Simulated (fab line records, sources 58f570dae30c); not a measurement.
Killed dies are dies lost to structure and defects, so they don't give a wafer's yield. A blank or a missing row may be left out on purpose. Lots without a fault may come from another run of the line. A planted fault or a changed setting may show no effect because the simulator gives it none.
Chamber matching | flow berkeley_cmos170 | UCB170_M3_ETCH_17 on rie_diel-01: 4 sister chambers
The step etches BARC in N2/H2. 16 wafers are shown with their chamber, then 8 later ones without.

WAFERS WITH THEIR CHAMBER
wafer  | chamber | throttle_valve_pct (%) | drypump_motor_current_A (A) | oes_product_au (a.u.)
L677.3 | 3       | 13.36                  | 6.2                         | 1.004
L677.4 | 1       | 13.30                  | 6.0                         | 0.982
L677.6 | 2       | 12.93                  | 6.8                         | 0.984
L678.1 | 2       | 12.93                  | 6.7                         | 0.994
L678.3 | 3       | 13.35                  | 6.1                         | 1.011
L678.5 | 1       | 13.30                  | 5.9                         | 0.991
L681.2 | 1       | 13.28                  | 5.9                         | 1.000
L681.3 | 0       | 13.43                  | 5.1                         | 0.956
L681.5 | 3       | 13.34                  | 6.1                         | 1.009
L684.2 | 1       | 13.28                  | 5.9                         | 1.000
L684.4 | 2       | 12.93                  | 6.8                         | 0.987
L684.5 | 3       | 13.37                  | 6.1                         | 1.011
L687.3 | 2       | 12.92                  | 6.8                         | 0.993
L687.5 | 2       | 12.93                  | 6.8                         | 0.984
L687.6 | 1       | 13.28                  | 5.9                         | 0.996
L694.1 | 2       | 12.93                  | 6.8                         | 0.992

SIGNATURES (means of the wafers above)
reading                 | chamber 0 | chamber 1 | chamber 2 | chamber 3 | scatter within a chamber
throttle_valve_pct      | 13.4300   | 13.2880   | 12.9283   | 13.3550   | 0.00941
drypump_motor_current_A | 5.100     | 5.920     | 6.783     | 6.125     | 0.0446
oes_product_au          | 0.95600   | 0.99380   | 0.98900   | 1.00875   | 0.00552
Rule: a wafer's distance from a chamber is the root of the sum, over the readings, of the square of ((its reading less the chamber's mean) divided by the reading's scatter). The wafer belongs to the nearest chamber; if the next one is less than 2 further off, it can't be placed. The scatter: the root of (the sum of the squares of (reading less its chamber's mean) over the shown wafers, divided by (wafers less chambers)).

WAFERS WITHOUT THEIR CHAMBER
wafer  | throttle_valve_pct (%) | drypump_motor_current_A (A) | oes_product_au (a.u.)
L694.2 | 13.27                  | 5.9                         | 0.990
L694.6 | 12.94                  | 6.7                         | 0.989
L692.4 | 13.29                  | 5.9                         | 0.999
L692.5 | 13.36                  | 6.1                         | 1.013
L692.6 | 12.92                  | 6.7                         | 0.992
L695.1 | 13.46                  | 5.1                         | 0.980
L695.5 | 13.29                  | 5.9                         | 1.012
L695.6 | 12.94                  | 6.8                         | 0.997

WHICH CHAMBER EACH WENT THROUGH
wafer  | from the rows above | in truth
L694.2 | 1                   | 1
L694.6 | 2                   | 2
L692.4 | 1                   | 1
L692.5 | 3                   | 3
L692.6 | 2                   | 2
L695.1 | 0                   | 0
L695.5 | 1                   | 1
L695.6 | 2                   | 2
Placed correctly: 8 of 8. Can't be placed from these rows: 0. Placed wrongly: 0.
